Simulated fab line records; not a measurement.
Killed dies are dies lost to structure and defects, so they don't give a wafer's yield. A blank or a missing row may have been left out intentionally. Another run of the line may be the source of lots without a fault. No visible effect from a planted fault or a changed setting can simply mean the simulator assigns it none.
Which tool was responsible? || flow rit cmos || Sampling: 15 lots, 45 wafers, 3 of 202 route steps

WHAT THE GAUGES READ, wafer by wafer
RIT_NSD_TW_MEAS_10. Usual: NSD_TW typically reads 3100, with standard deviation 16.
{"lot": "L298", "measured": "day 3 00:46", "on": "film metro-04", "NSD_TW": "3111 3104 3100", "flag": ""}
{"lot": "L299", "measured": "day 3 03:49", "on": "film metro-03", "NSD_TW": "3104 3103 3117", "flag": ""}
{"lot": "L300", "measured": "day 3 10:56", "on": "film metro-04", "NSD_TW": "3097 3088 3105", "flag": ""}
{"lot": "L301", "measured": "day 3 15:01", "on": "film metro-02", "NSD_TW": "3105 3108 3113", "flag": ""}
{"lot": "L304", "measured": "day 4 04:32", "on": "film metro-02", "NSD_TW": "3101 3106 3111", "flag": ""}
{"lot": "L305", "measured": "day 4 10:57", "on": "film metro-04", "NSD_TW": "3085 3075 3072", "flag": ""}
{"lot": "L306", "measured": "day 4 15:06", "on": "film metro-02", "NSD_TW": "3119 3090 3121", "flag": ""}
{"lot": "L307", "measured": "day 4 21:13", "on": "film metro-03", "NSD_TW": "2995 2985 2999", "flag": "OFF"}
{"lot": "L308", "measured": "day 5 01:18", "on": "film metro-03", "NSD_TW": "2999 3010 3004", "flag": "OFF"}
{"lot": "L309", "measured": "day 5 06:05", "on": "film metro-04", "NSD_TW": "2986 2980 2993", "flag": "OFF"}
{"lot": "L317", "measured": "day 6 22:44", "on": "film metro-04", "NSD_TW": "3075 3084 3078", "flag": ""}
{"lot": "L318", "measured": "day 7 05:47", "on": "film metro-03", "NSD_TW": "3105 3130 3111", "flag": ""}
{"lot": "L319", "measured": "day 7 10:14", "on": "film metro-02", "NSD_TW": "3082 3073 3081", "flag": ""}
{"lot": "L320", "measured": "day 7 15:29", "on": "film metro-03", "NSD_TW": "3124 3112 3112", "flag": ""}
{"lot": "L321", "measured": "day 7 23:56", "on": "film metro-04", "NSD_TW": "3099 3092 3095", "flag": ""}

RIT_SDANNEAL_RS_MEAS_05: measurement is done with a four-point probe. Usual: NSD_RS typically reads 84.5 ohm/sq, with standard deviation 0.31.
{"lot": "L298", "measured": "day 3 02:56", "on": "film metro-03", "NSD_RS (ohm/sq)": "84.2 83.8 84.2", "flag": ""}
{"lot": "L299", "measured": "day 3 05:57", "on": "film metro-02", "NSD_RS (ohm/sq)": "85.2 84.8 85.2", "flag": ""}
{"lot": "L300", "measured": "day 3 13:06", "on": "film metro-03", "NSD_RS (ohm/sq)": "85.0 84.9 84.9", "flag": ""}
{"lot": "L301", "measured": "day 3 17:14", "on": "film metro-02", "NSD_RS (ohm/sq)": "84.0 84.3 84.2", "flag": ""}
{"lot": "L304", "measured": "day 4 06:46", "on": "film metro-02", "NSD_RS (ohm/sq)": "84.5 84.5 84.5", "flag": ""}
{"lot": "L305", "measured": "day 4 13:07", "on": "film metro-03", "NSD_RS (ohm/sq)": "84.6 85.0 84.8", "flag": ""}
{"lot": "L306", "measured": "day 4 17:10", "on": "film metro-03", "NSD_RS (ohm/sq)": "84.4 84.6 84.8", "flag": ""}
{"lot": "L307", "measured": "day 4 23:22", "on": "film metro-04", "NSD_RS (ohm/sq)": "86.1 86.2 86.1", "flag": "OFF"}
{"lot": "L308", "measured": "day 5 03:43", "on": "film metro-02", "NSD_RS (ohm/sq)": "86.1 86.3 86.0", "flag": "OFF"}
{"lot": "L309", "measured": "day 5 08:08", "on": "film metro-02", "NSD_RS (ohm/sq)": "85.9 86.2 85.9", "flag": "OFF"}
{"lot": "L317", "measured": "day 7 00:46", "on": "film metro-04", "NSD_RS (ohm/sq)": "84.3 84.7 84.5", "flag": ""}
{"lot": "L318", "measured": "day 7 07:57", "on": "film metro-02", "NSD_RS (ohm/sq)": "84.7 84.5 84.8", "flag": ""}
{"lot": "L319", "measured": "day 7 12:29", "on": "film metro-03", "NSD_RS (ohm/sq)": "84.8 84.4 84.7", "flag": ""}
{"lot": "L320", "measured": "day 7 17:36", "on": "film metro-02", "NSD_RS (ohm/sq)": "84.4 84.9 84.8", "flag": ""}
{"lot": "L321", "measured": "day 8 02:07", "on": "film metro-03", "NSD_RS (ohm/sq)": "84.2 83.9 84.1", "flag": ""}

WHAT TOOL EACH LOT RAN ON (gives the tool, then ch and the chambers of the sampled wafers, and finally the start)
{"lot": "L298", "RIT_NSD_IMPLANT_08": "implanter-04 ch 0, day 3 00:27"}
{"lot": "L299", "RIT_NSD_IMPLANT_08": "implanter-01 ch 0, day 3 03:31"}
{"lot": "L300", "RIT_NSD_IMPLANT_08": "implanter-04 ch 0, day 3 10:37"}
{"lot": "L301", "RIT_NSD_IMPLANT_08": "implanter-02 ch 0, day 3 14:41"}
{"lot": "L304", "RIT_NSD_IMPLANT_08": "implanter-04 ch 0, day 4 04:13"}
{"lot": "L305", "RIT_NSD_IMPLANT_08": "implanter-04 ch 0, day 4 10:38"}
{"lot": "L306", "RIT_NSD_IMPLANT_08": "implanter-04 ch 0, day 4 14:47"}
{"lot": "L307", "RIT_NSD_IMPLANT_08": "implanter-04 ch 0, day 4 20:53"}
{"lot": "L308", "RIT_NSD_IMPLANT_08": "implanter-04 ch 0, day 5 00:58"}
{"lot": "L309", "RIT_NSD_IMPLANT_08": "implanter-04 ch 0, day 5 05:46"}
{"lot": "L317", "RIT_NSD_IMPLANT_08": "implanter-01 ch 0, day 6 22:25"}
{"lot": "L318", "RIT_NSD_IMPLANT_08": "implanter-02 ch 0, day 7 05:28"}
{"lot": "L319", "RIT_NSD_IMPLANT_08": "implanter-02 ch 0, day 7 09:56"}
{"lot": "L320", "RIT_NSD_IMPLANT_08": "implanter-01 ch 0, day 7 15:10"}
{"lot": "L321", "RIT_NSD_IMPLANT_08": "implanter-02 ch 0, day 7 23:39"}
- RIT_NSD_IMPLANT_08

WHAT THE TOOLS THEMSELVES READ (means of the sampled wafers that have a number; where no wafer has one, the mark that the record gives instead)
RIT_NSD_IMPLANT_08. Usual: beam energy keV reads 25.001 (standard deviation 0.0069).
{"lot": "L298", "tool": "implanter-04", "beam energy keV": 25.007, "flag": ""}
{"lot": "L299", "tool": "implanter-01", "beam energy keV": 25.001, "flag": ""}
{"lot": "L300", "tool": "implanter-04", "beam energy keV": 25.005, "flag": ""}
{"lot": "L301", "tool": "implanter-02", "beam energy keV": 25.007, "flag": ""}
{"lot": "L304", "tool": "implanter-04", "beam energy keV": 25.002, "flag": ""}
{"lot": "L305", "tool": "implanter-04", "beam energy keV": 24.996, "flag": ""}
{"lot": "L306", "tool": "implanter-04", "beam energy keV": 25.000, "flag": ""}
{"lot": "L307", "tool": "implanter-04", "beam energy keV": 21.573, "flag": "OFF"}
{"lot": "L308", "tool": "implanter-04", "beam energy keV": 21.560, "flag": "OFF"}
{"lot": "L309", "tool": "implanter-04", "beam energy keV": 21.559, "flag": "OFF"}
{"lot": "L317", "tool": "implanter-01", "beam energy keV": 24.998, "flag": ""}
{"lot": "L318", "tool": "implanter-02", "beam energy keV": 25.000, "flag": ""}
{"lot": "L319", "tool": "implanter-02", "beam energy keV": 25.002, "flag": ""}
{"lot": "L320", "tool": "implanter-01", "beam energy keV": 24.994, "flag": ""}
{"lot": "L321", "tool": "implanter-02", "beam energy keV": 25.001, "flag": ""}

THE ANSWER, worked out from the rows above alone
Rule: a lot is off if the mean of its wafers that have a number lies more than 3 standard deviations from the usual mean. Also off: a lot with no number at a reading for which 4 or more lots have one. All remaining lots with rows at the step are treated as sound. First the gauges in route order, then the tools' own readings, where a lot's mean is used as printed above. At the first step where some lot is off, the reading lying furthest off is the one used; lots without a number count as furthest.
Off: L307, L308, L309, at RIT_NSD_TW_MEAS_10 (NSD_TW).
A tool fits if, at a process step before that reading, it ran every lot that is off, and no sound lot after the first of them. The gauges at RIT_NSD_TW_MEAS_10 aren't tried: what is off there is off at RIT_NSD_IMPLANT_08 too, on other tools, and a gauge's error can't cause that. One fits: implanter-04 at RIT_NSD_IMPLANT_08. A fault onset in the window from L306 (day 4 14:47, its last sound lot) to L307 (day 4 20:53, its first lot off) fits.
The tool's own readings at RIT_NSD_IMPLANT_08 bear it out: on the lots that are off they differ by more than 5 times the standard deviation of the sound lots' means. beam energy keV reads 21.564 there against 25.001 on the sound lots.

WHAT WAS PUT IN BY THE SIMULATOR
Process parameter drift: implanter-04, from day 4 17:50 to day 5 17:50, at RIT_NSD_IMPLANT_08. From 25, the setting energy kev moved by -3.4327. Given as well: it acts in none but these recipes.
Lots struck among those shown: L307, L308, L309. The rule above found the same.
